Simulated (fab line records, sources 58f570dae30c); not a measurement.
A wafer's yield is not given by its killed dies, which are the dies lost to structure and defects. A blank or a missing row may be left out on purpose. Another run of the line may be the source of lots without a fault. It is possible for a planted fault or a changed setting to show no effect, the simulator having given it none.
Split-lot experiment :: flow berkeleyCmos170 :: 23 wafers read from 5 lots, route of 331 steps

== THE SPLIT ITSELF ==
At UCB170_NSD_IMPLANT_08, the setting energyKev was moved away from the recipe's 40 on 11 of the 23 wafers read, by -5.6% to +1.9%. The other wafers ran this setting at the recipe's value.

== FROM THE SPLIT ON TO THE READING: in between, the file shows 1 step ==
- UCB170_NSD_STRIP_09: strips in O2

== THE READING ==
NSD_TW, at UCB170_NSD_TW_MEAS_10. Fault-free wafers of this fab line usually give 4213, standard deviation 33.

wafer: L074.1
tool, chamber at the split: implanter-02, 0
energyKev as run: 39.32
against the recipe: -1.7%
NSD_TW: 4169
against lot-mates on the recipe: -20

wafer: L074.3
tool, chamber at the split: implanter-02, 0
energyKev as run: 39.32
against the recipe: -1.7%
NSD_TW: 4183
against lot-mates on the recipe: -6

wafer: L074.4
tool, chamber at the split: implanter-02, 0
energyKev as run: 39.32
against the recipe: -1.7%
NSD_TW: 4159
against lot-mates on the recipe: -30

wafer: L074.5
tool, chamber at the split: implanter-02, 0
energyKev as run: 40
against the recipe: recipe
NSD_TW: 4179
against lot-mates on the recipe: -

wafer: L074.6
tool, chamber at the split: implanter-02, 0
energyKev as run: 40
against the recipe: recipe
NSD_TW: 4199
against lot-mates on the recipe: -

wafer: L080.1
tool, chamber at the split: implanter-02, 0
energyKev as run: 40.75
against the recipe: +1.9%
NSD_TW: 4215
against lot-mates on the recipe: +30

wafer: L080.2
tool, chamber at the split: implanter-02, 0
energyKev as run: 40
against the recipe: recipe
NSD_TW: 4189
against lot-mates on the recipe: -

wafer: L080.3
tool, chamber at the split: implanter-02, 0
energyKev as run: 40
against the recipe: recipe
NSD_TW: 4192
against lot-mates on the recipe: -

wafer: L080.4
tool, chamber at the split: implanter-02, 0
energyKev as run: 40.75
against the recipe: +1.9%
NSD_TW: 4207
against lot-mates on the recipe: +22

wafer: L080.5
tool, chamber at the split: implanter-02, 0
energyKev as run: 40
against the recipe: recipe
NSD_TW: 4174
against lot-mates on the recipe: -

wafer: L082.2
tool, chamber at the split: implanter-04, 0
energyKev as run: 40
against the recipe: recipe
NSD_TW: 4257
against lot-mates on the recipe: -

wafer: L082.4
tool, chamber at the split: implanter-04, 0
energyKev as run: 40
against the recipe: recipe
NSD_TW: 4234
against lot-mates on the recipe: -

wafer: L082.6
tool, chamber at the split: implanter-04, 0
energyKev as run: 40
against the recipe: recipe
NSD_TW: 4256
against lot-mates on the recipe: -

wafer: L081.1
tool, chamber at the split: implanter-01, 0
energyKev as run: 37.77
against the recipe: -5.6%
NSD_TW: 4161
against lot-mates on the recipe: -68

wafer: L081.2
tool, chamber at the split: implanter-01, 0
energyKev as run: 40
against the recipe: recipe
NSD_TW: 4235
against lot-mates on the recipe: -

wafer: L081.4
tool, chamber at the split: implanter-01, 0
energyKev as run: 40
against the recipe: recipe
NSD_TW: 4222
against lot-mates on the recipe: -

wafer: L081.5
tool, chamber at the split: implanter-01, 0
energyKev as run: 37.77
against the recipe: -5.6%
NSD_TW: 4153
against lot-mates on the recipe: -76

wafer: L081.6
tool, chamber at the split: implanter-01, 0
energyKev as run: 37.77
against the recipe: -5.6%
NSD_TW: 4176
against lot-mates on the recipe: -52

wafer: L083.1
tool, chamber at the split: implanter-02, 0
energyKev as run: 38.47
against the recipe: -3.8%
NSD_TW: 4144
against lot-mates on the recipe: -30

wafer: L083.3
tool, chamber at the split: implanter-02, 0
energyKev as run: 38.47
against the recipe: -3.8%
NSD_TW: 4146
against lot-mates on the recipe: -28

wafer: L083.4
tool, chamber at the split: implanter-02, 0
energyKev as run: 40
against the recipe: recipe
NSD_TW: 4166
against lot-mates on the recipe: -

wafer: L083.5
tool, chamber at the split: implanter-02, 0
energyKev as run: 38.47
against the recipe: -3.8%
NSD_TW: 4138
against lot-mates on the recipe: -36

wafer: L083.6
tool, chamber at the split: implanter-02, 0
energyKev as run: 40
against the recipe: recipe
NSD_TW: 4181
against lot-mates on the recipe: -

FIT RESULTS
A straight line over all 23 wafers: NSD_TW changes by +9.78 for each +1% of energyKev; r = +0.64; the points scatter about the line by 27.
The same after taking each lot's own level away (the mean of its wafers on the recipe; 23 wafers): +11 for each +1%; r = +0.94; scatter 9.7.
Per that fit: largest energyKev move, reading shift of 61.
Across the lots, their own levels run from 4173.5 to 4249.0, a range of 2.3 times the standard deviation given above.
So the lot-to-lot level blurs the effect unless lot-mates are compared.
Check: -57.8 against its lot-mates is what the line predicts for one of the wafers moved furthest among these (-5.6%) when that wafer is left out of the fit. Against them it came out at -67.5.

== THE OTHER SPLITS THESE WAFERS WENT THROUGH ==
Before the reading, these wafers also passed through other splits. Each is held against what the fit with the lots' levels taken away leaves over:
other split on the same wafers: UCB170_START_OXIDATION_02 oxTimeS
wafers away from the commonest value: 18
r with NSD_TW (lot level and that fit taken away): +0.23

other split on the same wafers: UCB170_NWELL_OXIDATION_01 oxTimeS
wafers away from the commonest value: 15
r with NSD_TW (lot level and that fit taken away): -0.31

other split on the same wafers: UCB170_NWELL_IMPLANT_14 energyKev
wafers away from the commonest value: 10
r with NSD_TW (lot level and that fit taken away): -0.03

other split on the same wafers: UCB170_PWELL_CVD_05 pressureMtorr
wafers away from the commonest value: 10
r with NSD_TW (lot level and that fit taken away): -0.08

other split on the same wafers: UCB170_ACTIVE_COAT_08 spinRpm
wafers away from the commonest value: 7
r with NSD_TW (lot level and that fit taken away): -0.17

other split on the same wafers: UCB170_PFIELD_IMPLANT_07 doseCm2
wafers away from the commonest value: 10
r with NSD_TW (lot level and that fit taken away): +0.01

other split on the same wafers: UCB170_SCREENOX_OXIDATION_01 oxTimeS
wafers away from the commonest value: 15
r with NSD_TW (lot level and that fit taken away): -0.24

other split on the same wafers: UCB170_PLDD_COAT_01 spinRpm
wafers away from the commonest value: 8
r with NSD_TW (lot level and that fit taken away): -0.33

other split on the same wafers: UCB170_PLDD_IMPLANT_09 doseCm2
wafers away from the commonest value: 7
r with NSD_TW (lot level and that fit taken away): +0.28

other split on the same wafers: UCB170_NLDD_IMPLANT_08 doseCm2
wafers away from the commonest value: 7
r with NSD_TW (lot level and that fit taken away): +0.11

== THE WHOLE CHAIN: every reading that the file lists as answering this split, in the file's order ==
step: UCB170_NSD_IMPLANT_08
what it does: 
reading: implant.rpNm (the simulator's own value, which no gauge read)
change (the file's fit): +0.485 nm for each +1% of the setting
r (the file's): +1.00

step: UCB170_NSD_IMPLANT_08
what it does: 
reading: implant.drpNm (the simulator's own value, which no gauge read)
change (the file's fit): +0.181 nm for each +1% of the setting
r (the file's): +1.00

step: UCB170_NSD_STRIP_09
what it does: strips in O2
reading: stripTimeToEndpointS
change (the file's fit): withheld for each +1% of the setting
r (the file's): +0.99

step: UCB170_NSD_TW_MEAS_10
what it does: 
reading: NSD_TW
change (the file's fit): +10.8 for each +1% of the setting
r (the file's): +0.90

== THE FILE'S OWN FIT ==
NSD_TW changes by +10.8 for each +1% of energyKev, r = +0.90.
